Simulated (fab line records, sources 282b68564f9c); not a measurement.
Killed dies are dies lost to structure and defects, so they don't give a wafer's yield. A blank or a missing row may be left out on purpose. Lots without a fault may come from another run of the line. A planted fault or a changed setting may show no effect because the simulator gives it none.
A struck lot beside a sound one | flow rit_cmos | 17 steps out of a route of 202
Sound: wafers L479.2, L479.5, L479.6. Struck: wafers L491.1, L491.5, L491.6. The cause comes at the end.
At each step with rows: each side's tool, then ch and its chambers, then its first start. Under that, the readings that differ: sound wafers | struck wafers | difference of the means | sigmas: that difference in standard deviations of wafers without a fault.
alike: readings whose means differ by less than 2 such deviations, and words and numbers that are the same on both sides. not compared: withheld readings, readings that some wafer has no value for, bounds like >300 that may hide the same value, and numbers for which the record gives no deviation and whose values overlap.
The two part at a step that has a row with sigmas, a row that says differs or no value, or rows on one side only. Numbers that don't overlap but have no deviation are shown without sigmas and don't part them. A reading that every wafer of one side lacks parts them only if that side has two wafers or more.

RIT_PWELL_TW_MEAS_10:
  sound on film_metro-02, day 2 19:05; struck on film_metro-03, day 5 06:37
  alike: PWELL_TW
then, 1 step without rows for these wafers: RIT_WELLDRIVE_ANNEAL_00 (time 14700 s).
RIT_WELLDRIVE_RS_MEAS_01: measures by four-point-probe.
  sound on film_metro-02, day 3 00:14; struck on film_metro-04, day 5 11:45
  reading           | sound             | struck            | difference | sigmas
  NWELL_RS (ohm/sq) | 276.7 276.8 276.9 | 274.9 274.4 274.6 | -2.2       | -3
RIT_WELLDRIVE_RS_MEAS_02: measures by four-point-probe.
  sound on film_metro-02, day 3 00:22; struck on film_metro-04, day 5 11:52
  alike: PWELL_RS
then, 6 steps without rows for these wafers: RIT_NRETRO_HMDS_00 (prime time 60 s); RIT_NRETRO_COAT_01 (resist thk 1300 nm); RIT_NRETRO_SOFTBAKE_02 (time 60 s); RIT_NRETRO_EXPOSE_03 (exposes mask M4, target cd 43900 nm); RIT_NRETRO_PEB_04; RIT_NRETRO_DEVELOP_05 (develop time 68 s).
RIT_NRETRO_OVL_MEAS_06:
  sound on overlay-01, day 3 01:29; struck on overlay-02, day 5 13:00
  alike: NRETRO_OVL
then, 1 step without rows for these wafers: RIT_NRETRO_HARDBAKE_07 (time 120 s).
RIT_NRETRO_IMPLANT_08:
  sound on implanter-01 ch 0, day 3 01:47; struck on implanter-02 ch 0, day 5 13:17
  reading            | sound                         | struck                           | difference  | sigmas
  dose_ions_cm2      | 9.994e+12 9.983e+12 9.983e+12 | 1.5219e+13 1.5243e+13 1.5244e+13 | +5.2487e+12 | +99 or more
  faraday_current_uA | 32.6 32.1 32.1                | 48.4 49.2 48.0                   | +16.3       | +27
RIT_NRETRO_STRIP_09: strips in O2, time 180 s.
  sound on plasma_asher-02 ch 0,1, day 3 01:55; struck on plasma_asher-01 ch 0,1, day 5 13:26
  alike: drypump_motor_current_A
  not compared: rf_hours_counter_h
RIT_NRETRO_TW_MEAS_10:
  sound on film_metro-01, day 3 02:05; struck on film_metro-04, day 5 13:37
  reading   | sound          | struck         | difference | sigmas
  NRETRO_TW | 1053 1058 1048 | 1189 1193 1187 | +137       | +16
then, 1 step without rows for these wafers: RIT_PRETRO_HMDS_00 (prime time 60 s).
RIT_M1_PROBE_99:
  sound on prober-01, day 4 04:38; struck on prober-01, day 6 16:19
  reading                                 | sound             | struck            | difference | sigmas
  model.etest.pmos_0p3.r_on_ohm_um        | 6712 6550 6574    | 7050 6928 7126    | +423       |
  model.etest.pmos_turned.r_on_ohm_um     | 3731 3558 3555    | 4015 3919 4026    | +372       |
  model.etest.pmos_0p15.r_on_ohm_um       | 2979 2835 2847    | 3118 3059 3139    | +218       |
  model.etest.pmos_0p15.drive_ua_um       | 230.6 243.4 244.7 | 213.2 220.7 213.9 | -23.6      |
  model.etest.pmos_turned.drive_ua_um     | 167 181.2 182     | 147.4 152 146.6   | -28.1      |
  model.etest.pmos_narrow.drive_ua_um     | 93.82 97.1 97.8   | 83.5 83.71 81.28  | -13.4      |
  model.etest.pmos_0p3.drive_ua_um        | 91.02 94.87 94.46 | 83.03 84.01 81.56 | -10.58     |
  model.etest.well_edge_right.line_ohm_um | 180.6 184.1 185   | 173.9 176.1 174.7 | -8.3       |
  alike: killed_at_contacts, killed_at_front_end, killed_dies, killed_open, killed_short

WHERE THEY PART
First at RIT_WELLDRIVE_RS_MEAS_01; last, within this record, at RIT_NRETRO_TW_MEAS_10. Later steps at which nothing parts them and some readings are alike: RIT_M1_PROBE_99.

WHY: what the simulator had put in
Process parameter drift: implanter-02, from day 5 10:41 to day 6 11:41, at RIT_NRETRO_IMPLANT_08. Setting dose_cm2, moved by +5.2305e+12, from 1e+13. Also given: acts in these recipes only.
